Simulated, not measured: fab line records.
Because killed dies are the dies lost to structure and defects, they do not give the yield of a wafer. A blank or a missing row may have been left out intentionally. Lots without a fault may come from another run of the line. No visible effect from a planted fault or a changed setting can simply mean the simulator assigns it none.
Which tool was responsible? -- flow berkeley-cmos170 -- 21 wafers from 7 lots sampled at 4 of the route's 331 steps

## WHAT THE GAUGES READ, wafer by wafer
UCB170_M2_RS_MEAS_02: measures by four-point-probe.
lot,measured,on,M2_AL_RS (ohm/sq)
L811,day 7 23:10,film-metro-01,0.0324 0.0319 0.0320
L813,day 7 23:17,film-metro-04,0.0322 0.0320 0.0319
L815,day 8 20:12,film-metro-01,0.0319 0.0320 0.0317
L818,day 9 22:05,film-metro-04,0.0323 0.0321 0.0325
L823,day 10 18:45,film-metro-01,0.0319 0.0322 0.0321
L828,day 11 09:26,film-metro-01,0.0364 0.0365 0.0366
L830,day 12 00:56,film-metro-03,0.0323 0.0322 0.0321

## WHICH TOOL RAN EACH LOT (tool, then ch and the chambers of the sampled wafers, then the start)
lot,UCB170_ACTIVE_STRIP_16,UCB170_GATE_STRIP_16,UCB170_M2_SPUTTER_01
L811,"plasma-asher-03 ch 0,1, day 4 23:09","plasma-asher-03 ch 0,1, day 6 15:31","pvd-sputter-02, day 7 23:04"
L813,"plasma-asher-04 ch 0,1, day 4 23:29","plasma-asher-02 ch 0,1, day 6 15:14","pvd-sputter-04, day 7 23:13"
L815,"plasma-asher-03 ch 0,1, day 5 17:26","plasma-asher-02 ch 0,1, day 7 17:01","pvd-sputter-04, day 8 20:03"
L818,"plasma-asher-03 ch 0,1, day 6 11:20","plasma-asher-02 ch 0,1, day 8 13:58","pvd-sputter-02, day 9 21:57"
L823,"plasma-asher-02 ch 0,1, day 7 10:59","plasma-asher-02 ch 0,1, day 9 05:19","pvd-sputter-04, day 10 18:38"
L828,"plasma-asher-02 ch 0,1, day 8 10:27","plasma-asher-02 ch 0,1, day 10 00:26","pvd-sputter-02, day 11 09:17"
L830,"plasma-asher-04 ch 0,1, day 8 16:30","plasma-asher-03 ch 0,1, day 10 17:03","pvd-sputter-04, day 12 00:50"
- UCB170_ACTIVE_STRIP_16: strips in O2.
- UCB170_GATE_STRIP_16: strips in O2.
- UCB170_M2_SPUTTER_01: material Al, target thk 900 nm, time 120 s.

## THE ANSWER, worked out from the rows above alone
Rule: usual is defined by the lots themselves. The widest of any qualifying gaps counts: lots, ordered by their means at a reading, are off when they make up no more than a third of the lots, leave a main group of 4 or more, and stand apart from it by 3 or more times the standard deviation of that group's means. A main group whose means are all the same, to the digits that the tables above print for the reading, isn't used. Also off: a lot with no number at a reading for which 4 or more lots have one. Any other lot the step has rows for is counted as sound.
Off: L828, seen at UCB170_M2_RS_MEAS_02 (M2_AL_RS). The main group has a mean of 0.0321 ohm/sq with a standard deviation of 0.00014.
If a tool, at a process step before that reading, ran all the lots that are off and no sound lot after the first of them, it fits. Those tools and the gauges at UCB170_M2_RS_MEAS_02 are tried in the same way. Can't be told from this: 3 tools fit, plasma-asher-02 at UCB170_ACTIVE_STRIP_16 and UCB170_GATE_STRIP_16, pvd-sputter-02 at UCB170_M2_SPUTTER_01, film-metro-01 at UCB170_M2_RS_MEAS_02.

## WHAT THE SIMULATOR PUT IN
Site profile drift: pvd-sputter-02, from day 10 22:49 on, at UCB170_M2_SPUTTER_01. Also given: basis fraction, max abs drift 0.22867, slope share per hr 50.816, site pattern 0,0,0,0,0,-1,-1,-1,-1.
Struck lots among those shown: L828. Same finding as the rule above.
